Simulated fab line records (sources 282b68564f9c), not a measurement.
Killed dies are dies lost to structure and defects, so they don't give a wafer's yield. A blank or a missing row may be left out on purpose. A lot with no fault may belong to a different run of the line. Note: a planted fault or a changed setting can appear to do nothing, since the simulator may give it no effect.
Which tool was responsible? | flow rit-cmos | 45 wafers from 15 lots sampled at 4 of the route's 202 steps

WHAT EACH GAUGE READ, for each wafer
RIT_M1_CD_MEAS_09: target cd 2600 nm.
lot  | measured    | on        | cd-nm (nm)
L756 | day 3 06:04 | cd-sem-02 | 2598.7 2600.0 2601.1
L757 | day 3 11:52 | cd-sem-02 | 2599.2 2600.9 2600.4
L758 | day 3 15:52 | cd-sem-02 | 2600.2 2599.1 2600.3
L760 | day 4 01:25 | cd-sem-02 | 2601.4 2602.9 2601.0
L761 | day 4 07:50 | cd-sem-01 | 2602.2 2600.7 2599.0
L763 | day 4 16:44 | cd-sem-02 | 2600.1 2602.2 2603.5
L764 | day 4 21:41 | cd-sem-02 | 2599.7 2598.9 2599.6
L765 | day 5 03:56 | cd-sem-02 | 2602.1 2600.5 2601.8
L776 | day 7 10:03 | cd-sem-02 | 2600.9 2602.6 2601.2
L777 | day 7 15:37 | cd-sem-01 | 2599.7 2598.8 2598.9
L778 | day 7 22:19 | cd-sem-02 | 2600.5 2599.6 2598.8
L779 | day 8 05:58 | cd-sem-02 | 2599.2 2597.8 2598.5

RIT_M1_CD_MEAS_90: target cd 2600 nm.
lot  | measured    | on        | cd-nm (nm)
L756 | day 3 06:59 | cd-sem-02 | 2596.7 2600.0 2603.7
L757 | day 3 12:47 | cd-sem-01 | 2601.0 2603.8 2597.4
L758 | day 3 16:47 | cd-sem-01 | 2596.5 2595.8 2601.6
L760 | day 4 02:22 | cd-sem-01 | 2597.1 2598.4 2604.3
L761 | day 4 08:46 | cd-sem-01 | 2603.7 2598.2 2599.6
L763 | day 4 17:39 | cd-sem-02 | 2601.8 2598.2 2600.5
L764 | day 4 22:37 | cd-sem-01 | 2596.5 2600.6 2596.6
L765 | day 5 04:52 | cd-sem-02 | 2598.7 2600.7 2598.3
L776 | day 7 11:08 | cd-sem-01 | 2597.7 2599.3 2598.6
L777 | day 7 16:44 | cd-sem-02 | 2597.6 2601.5 2597.3
L778 | day 7 23:24 | cd-sem-01 | 2602.5 2600.7 2598.7
L779 | day 8 07:04 | cd-sem-02 | 2600.7 2597.1 2600.0

EACH LOT AND THE TOOL THAT RAN IT (in order: tool; ch and the chambers of the sampled wafers; start)
lot  | RIT_GATE_ANNEAL_06           | RIT_M1_STRIP_14
L756 | furnace-04 ch 0, day 2 09:27 | plasma-asher-03 ch 0,1, day 3 06:47
L757 | furnace-03 ch 0, day 2 15:32 | plasma-asher-02 ch 0,1, day 3 12:37
L758 | furnace-04 ch 0, day 2 19:28 | plasma-asher-03 ch 0,1, day 3 16:37
L760 | furnace-04 ch 0, day 3 05:01 | plasma-asher-03 ch 0,1, day 4 02:11
L761 | furnace-03 ch 0, day 3 10:05 | plasma-asher-01 ch 0,1, day 4 08:36
L763 | furnace-04 ch 0, day 3 19:37 | plasma-asher-03 ch 0,1, day 4 17:29
L764 | furnace-03 ch 0, day 4 01:14 | plasma-asher-03 ch 1, day 4 22:25
L765 | furnace-04 ch 0, day 4 06:08 | plasma-asher-03 ch 0,1, day 5 04:41
L772 | furnace-04, day 5 18:14      | -
L773 | furnace-03, day 6 00:23      | -
L774 | furnace-03, day 6 04:35      | -
L776 | furnace-02 ch 0, day 6 13:39 | plasma-asher-02 ch 0,1, day 7 10:58
L777 | furnace-03 ch 0, day 6 19:23 | plasma-asher-02 ch 0,1, day 7 16:34
L778 | furnace-04 ch 0, day 7 00:03 | plasma-asher-02 ch 1, day 7 23:14
L779 | furnace-04 ch 0, day 7 09:16 | plasma-asher-01 ch 0,1, day 8 06:55
- RIT_GATE_ANNEAL_06: time 600 s.
- RIT_M1_STRIP_14: strips in O2, time 180 s.

AS READ BY THE TOOLS THEMSELVES (means over the sampled wafers that have a number; for cases with no such wafer, the mark the record gives instead)
RIT_GATE_ANNEAL_06.
lot  | tool       | run-length-s (s) | spike-tc-centre-C (C) | tube_center_temp_C_max
L756 | furnace-04 | 889              | 901.1                 | 902.3
L757 | furnace-03 | 874              | 901.1                 | 902.0
L758 | furnace-04 | 882              | 901.5                 | 902.3
L760 | furnace-04 | 881              | 902.0                 | 902.4
L761 | furnace-03 | 872              | 901.5                 | 902.3
L763 | furnace-04 | 880              | 902.0                 | 902.3
L764 | furnace-03 | 873              | 902.8                 | 902.4
L765 | furnace-04 | 881              | 900.8                 | 902.2
L772 | furnace-04 | -                | -                     | -
L773 | furnace-03 | -                | -                     | -
L774 | furnace-03 | -                | -                     | -
L776 | furnace-02 | 884              | 903.4                 | 902.7
L777 | furnace-03 | 869              | 901.1                 | 902.4
L778 | furnace-04 | 888              | 900.7                 | 902.2
L779 | furnace-04 | 884              | 901.2                 | 902.2

RIT_M1_STRIP_14.
lot  | tool            | chamber-pressure-mTorr (mTorr) | drypump-motor-current-A (A)
L756 | plasma-asher-03 | 3999                           | 6.0
L757 | plasma-asher-02 | 3998                           | 5.0
L758 | plasma-asher-03 | 3998                           | 5.9
L760 | plasma-asher-03 | 4000                           | 6.0
L761 | plasma-asher-01 | 4004                           | 6.0
L763 | plasma-asher-03 | 3999                           | 5.9
L764 | plasma-asher-03 | 3998                           | 6.1
L765 | plasma-asher-03 | 4003                           | 6.0
L776 | plasma-asher-02 | 4002                           | 5.0
L777 | plasma-asher-02 | 3999                           | 5.1
L778 | plasma-asher-02 | 3998                           | 4.9
L779 | plasma-asher-01 | 4002                           | 5.6

THE ANSWER, worked out from the rows above alone
Rule: usual is defined by the lots themselves. The widest of any qualifying gaps counts: lots, ordered by their means at a reading, are off when they make up no more than a third of the lots, leave a main group of 4 or more, and stand apart from it by 3 or more times the standard deviation of that group's means. The tables above print the reading to a certain number of digits; a main group whose means all agree to those digits is not used. Also off: a lot with no number at a reading for which 4 or more lots have one. Where the step has rows for the other lots, those lots are counted as sound. After the gauges, taken in route order, come the tools' own readings; for these a lot's mean is taken, as printed above. The first step at which some lot is off is used, and at that step the reading that is off furthest; a lot without a number counts as furthest.
Off: L772, L773, L774 (RIT_GATE_ANNEAL_06, run-length-s). Without a number there: L772, L773, L774. Main group: mean 880 s, sd 6.1.
If a tool, at that step or one of the process steps before it, ran each lot that is off and ran no sound lot following the first of them, it fits. None of those tried fits.

WHAT THE SIMULATOR PUT IN
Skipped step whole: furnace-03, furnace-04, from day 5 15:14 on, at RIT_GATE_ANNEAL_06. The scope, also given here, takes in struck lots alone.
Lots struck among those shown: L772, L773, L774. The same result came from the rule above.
